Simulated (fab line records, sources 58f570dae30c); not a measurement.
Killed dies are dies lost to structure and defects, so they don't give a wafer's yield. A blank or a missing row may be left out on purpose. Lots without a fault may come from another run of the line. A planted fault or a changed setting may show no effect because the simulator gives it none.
Which tool did it? | flow berkeley_cmos170 | 7 lots, 21 wafers sampled, at 3 steps of a route of 331

WHAT THE GAUGES READ, wafer by wafer
UCB170_GATE_THK_MEAS_05.
lot  | measured     | on            | GATE_POLY_THK (nm)
L862 | day 7 11:21  | film_metro-02 | 214.1 213.6 216.4
L864 | day 8 00:31  | film_metro-02 | 212.5 216.7 212.3
L870 | day 9 02:29  | film_metro-03 | 214.7 213.2 216.1
L874 | day 10 09:42 | film_metro-02 | 216.7 215.4 212.8
L878 | day 10 23:22 | film_metro-03 | 164.0 164.0 165.2
L879 | day 10 23:25 | film_metro-02 | 159.9 160.2 160.3
L883 | day 11 14:45 | film_metro-02 | 212.5 211.6 211.8

WHICH TOOL RAN EACH LOT (tool, then ch and the chambers of the sampled wafers, then the start)
lot  | UCB170_ACTIVE_ETCH_15             | UCB170_GATE_CVD_04
L862 | rie_diel-04 ch 1,2,3, day 5 00:40 | lpcvd-02 ch 0, day 7 09:57
L864 | rie_diel-04 ch 0,1,3, day 5 16:58 | lpcvd-01 ch 1, day 7 23:04
L870 | rie_diel-04 ch 1,2, day 7 00:15   | lpcvd-02 ch 1, day 9 01:05
L874 | rie_diel-04 ch 0,1,3, day 8 02:50 | lpcvd-02 ch 0, day 10 08:18
L878 | rie_diel-04 ch 0,1, day 8 18:54   | lpcvd-02 ch 1, day 10 21:56
L879 | rie_diel-02 ch 1,2,3, day 9 00:07 | lpcvd-02 ch 1, day 10 21:56
L883 | rie_diel-02 ch 2,3, day 9 08:42   | lpcvd-01 ch 0, day 11 13:17
- UCB170_ACTIVE_ETCH_15: etches Si3N4 in CH3F/Ar/O2, stops on SiO2, target depth 242 nm, time 151 s.
- UCB170_GATE_CVD_04: deposits poly-Si from SiH4, time 1440 s, target thk 214 nm.

THE ANSWER, worked out from the rows above alone
Rule: what is usual is taken from the lots themselves. Put in order of their means at a reading, lots are off if they are a third of the lots or fewer, leave a main group of 4 or more, and stand apart from it by a gap of 3 or more times the standard deviation of the main group's means; of several such gaps the widest counts. A main group whose means are all the same, to the digits that the tables above print for the reading, isn't used. A lot without any number at a reading at which 4 lots or more have one is off too. The other lots that the step has rows for count as sound.
Off: L878, L879, at UCB170_GATE_THK_MEAS_05 (GATE_POLY_THK). The main group: mean 214.0 nm, standard deviation 1.1.
A tool fits if, at a process step before that reading, it ran every lot that is off, and no sound lot after the first of them. The gauges at UCB170_GATE_THK_MEAS_05 are tried like those tools. One fits: lpcvd-02 at UCB170_GATE_CVD_04. Its last sound lot is L874 (day 10 08:18), its first lot that is off L878 (day 10 21:56): a fault that began between those two fits.

WHAT THE SIMULATOR HAD PUT IN
Process parameter drift: lpcvd-02, from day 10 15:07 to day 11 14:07, at UCB170_GATE_CVD_04. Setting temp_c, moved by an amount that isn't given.
Lots struck among those shown: L878, L879. The rule above found the same.
